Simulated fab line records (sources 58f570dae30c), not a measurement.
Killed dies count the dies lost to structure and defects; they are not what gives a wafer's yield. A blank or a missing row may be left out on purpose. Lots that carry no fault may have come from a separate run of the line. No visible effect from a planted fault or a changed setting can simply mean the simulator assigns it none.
One fault through the eyes of 2 desks	flow berkeley cmos170	every desk sees just its own numbers, and what lay behind them comes last

AT THE TOOL OWNER'S DESK: lpcvd-01
The tool's own readings at UCB170_CONTACT_CVD_01 (deposits PSG from SiH4/O2/PH3, target thk 700 nm, time 2820 s): means of the sampled wafers that have a number, for each lot that ran on this tool. The brackets show how far a lot's mean lies from the usual mean; more than 4 standard deviations puts the lot out of limits, marked OUT.
Columns: A = o2 flow sccm at UCB170_CONTACT_CVD_01, usual 90.03 sccm; B = ph3 flow sccm at UCB170_CONTACT_CVD_01, usual 25.00 sccm
lot	first seen here	A	B
L423	day 7 08:50	89.89	25.04
L426	day 8 08:44	90.13	25.03
L435	day 10 08:08	90.04	24.95
L438	day 11 00:34	89.66	25.03
L443	day 12 04:44	90.32	25.00
Finding of this desk: none of the 5 lots has anything out of limits.

FROM THE METROLOGY DESK
Lot by lot, what the gauges showed, no matter which tool ran the lot: averages of those sampled wafers that carry a number. The brackets show how far a lot's mean lies from the usual mean; more than 4 standard deviations puts the lot out of limits, marked OUT.
Columns: A = NSD_RS at UCB170_SDANNEAL_RS_MEAS_03, usual 37.25 ohm/sq; B = SILICIDE_TI_RS at UCB170_SILICIDE_RS_MEAS_02, usual 25.9 ohm/sq; C = cd nm at UCB170_CONTACT_CD_MEAS_90, usual 699.3 nm
lot	first seen here	A	B	C
L420	day 6 23:19	37.16	25.7	697.9
L423	day 7 07:55	37.22	25.6	698.8
L422	day 7 08:34	37.33	25.7	701.6
L426	day 8 07:51	36.99	26.1	698.0
L430	day 9 14:56	37.42	25.9	-
L433	day 9 20:36	37.15	25.9	-
L436	day 10 06:44	37.35	25.9	697.3
L435	day 10 06:52	37.27	25.5	699.3
L437	day 10 10:43	37.39	25.8	698.1
L438	day 10 23:01	37.26	25.8	701.4
L439	day 11 08:39	37.16	26.1	700.1
L440	day 11 08:57	37.33	26.0	698.2
L441	day 11 18:43	37.38	26.1	699.9
L443	day 12 03:49	37.23	26.0	699.4
Finding of this desk: none of the 14 lots has anything out of limits.

BROUGHT TOGETHER
The tool owner's desk saw nothing out of limits.
The metrology desk saw nothing out of limits.

WHAT THE SIMULATOR HAD PUT IN
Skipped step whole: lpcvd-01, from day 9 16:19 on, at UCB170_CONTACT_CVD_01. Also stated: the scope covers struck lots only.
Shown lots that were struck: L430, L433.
